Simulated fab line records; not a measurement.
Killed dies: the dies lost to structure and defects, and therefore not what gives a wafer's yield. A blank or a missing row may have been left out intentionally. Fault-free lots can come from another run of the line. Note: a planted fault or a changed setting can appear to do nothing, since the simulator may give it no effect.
Struck lot and sound lot, side by side || flow berkeley-cmos170 || 15 out of 331 route steps
Sound: these wafers, L882.2, L882.5, L882.6. Struck: wafer L894.1 (L894.2, L894.4, from the same lot, were not struck and are left out); the cause is given at the end.
Per side, at each step with rows, come the tool, then ch with its chambers, and then its first start. Under that, the readings that differ: sound wafers || struck wafers || difference of the means || sigmas: that difference in standard deviations of wafers without a fault.
alike: readings whose means differ by less than 2 such deviations, and words and numbers that are the same on both sides. not compared: withheld readings, readings that some wafer has no value for, bounds like >300 that may hide the same value, and numbers for which the record gives no deviation and whose values overlap.
The two part at a step that has a row with sigmas, a row that says differs or no value, or rows on one side only. When numbers do not overlap yet have no deviation, they are printed without sigmas and do not part them. A reading missing from all wafers of one side parts the sides only when that side holds two or more wafers.

UCB170_V2_CMP_02: polishes SiO2.
  sound on cmp-02 ch 0,1,3, day 7 18:28; struck on cmp-01 ch 0, day 11 04:13
  alike: motor-current-A, platen-rpm
UCB170_V2_BOW_MEAS_03:
  sound on film-metro-01 at day 7 18:38; struck on film-metro-01 at day 11 04:31
  alike: V2_BOW
UCB170_V2_THK_MEAS_04:
  sound on film-metro-01 at day 7 18:44; struck on film-metro-01 at day 11 04:38
  alike: V2_POLISHED_THK
then, 7 steps without rows for these wafers: UCB170_V2_CLEAN_05 (cleans in DIW); UCB170_V2_HMDS_06 (prime time 60 s); UCB170_V2_COAT_07 (resist thk 900 nm); UCB170_V2_SOFTBAKE_08 (time 60 s); UCB170_V2_EXPOSE_09 (exposes mask VIA2, target cd 700 nm); UCB170_V2_PEB_10; UCB170_V2_DEVELOP_11 (develop time 45 s).
UCB170_V2_CD_MEAS_12 targets a cd of 700 nm.
  sound on cd-sem-02 at day 7 19:58; struck on cd-sem-01 at day 11 05:53
  alike: cd-nm
UCB170_V2_OVL_MEAS_13:
  sound on overlay-01 at day 7 20:05; struck on overlay-01 at day 11 06:01
  alike: V2_OVL
UCB170_V2_ETCH_14: etches SiO2 in CHF3/CF4/Ar, stops on Al, target depth 1250 nm, time 291 s.
  sound on rie-diel-03 ch 0,1, day 7 20:07; struck on rie-diel-01 ch 0, day 11 06:03
{"reading": "oes-product-au (a.u.)", "sound": "0.872 0.862 0.886", "struck": 0.992, "difference": "+0.119", "sigmas": "+11"}
{"reading": "run-length-s (s)", "sound": "319.4 319.1 319.4", "struck": 276.5, "difference": -42.8, "sigmas": "-99 or more"}
{"reading": "model.KrF_of_V2_COAT_07.thk-nm (nm)", "sound": "610.2 605.9 613.8", "struck": 657.2, "difference": "+47.2", "sigmas": ""}
  alike: drypump-motor-current-A, throttle-valve-pct
  not compared: rf-hours-counter-h
UCB170_V2_STRIP_15: strips in O2.
  sound on plasma-asher-01 ch 0,1, day 7 20:17; struck on plasma-asher-04 ch 1, day 11 06:13
{"reading": "strip-time-to-endpoint-s (s)", "sound": "15.31 15.22 15.41", "struck": 16.37, "difference": "+1.06", "sigmas": "+9"}
  alike: drypump-motor-current-A, oes-product-au
  not compared: rf-hours-counter-h
UCB170_V2_CD_MEAS_90 targets a cd of 700 nm.
  sound on cd-sem-02 at day 7 20:25; struck on cd-sem-01 at day 11 06:19
  alike: cd-nm

WHERE THEY PART
Earliest at UCB170_V2_ETCH_14; latest, in this record, at UCB170_V2_STRIP_15. Later steps at which nothing parts them and some readings are alike: UCB170_V2_CD_MEAS_90.

WHY: what the simulator had put in
rie-diel-01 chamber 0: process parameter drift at UCB170_V2_ETCH_14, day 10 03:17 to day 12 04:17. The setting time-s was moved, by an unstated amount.
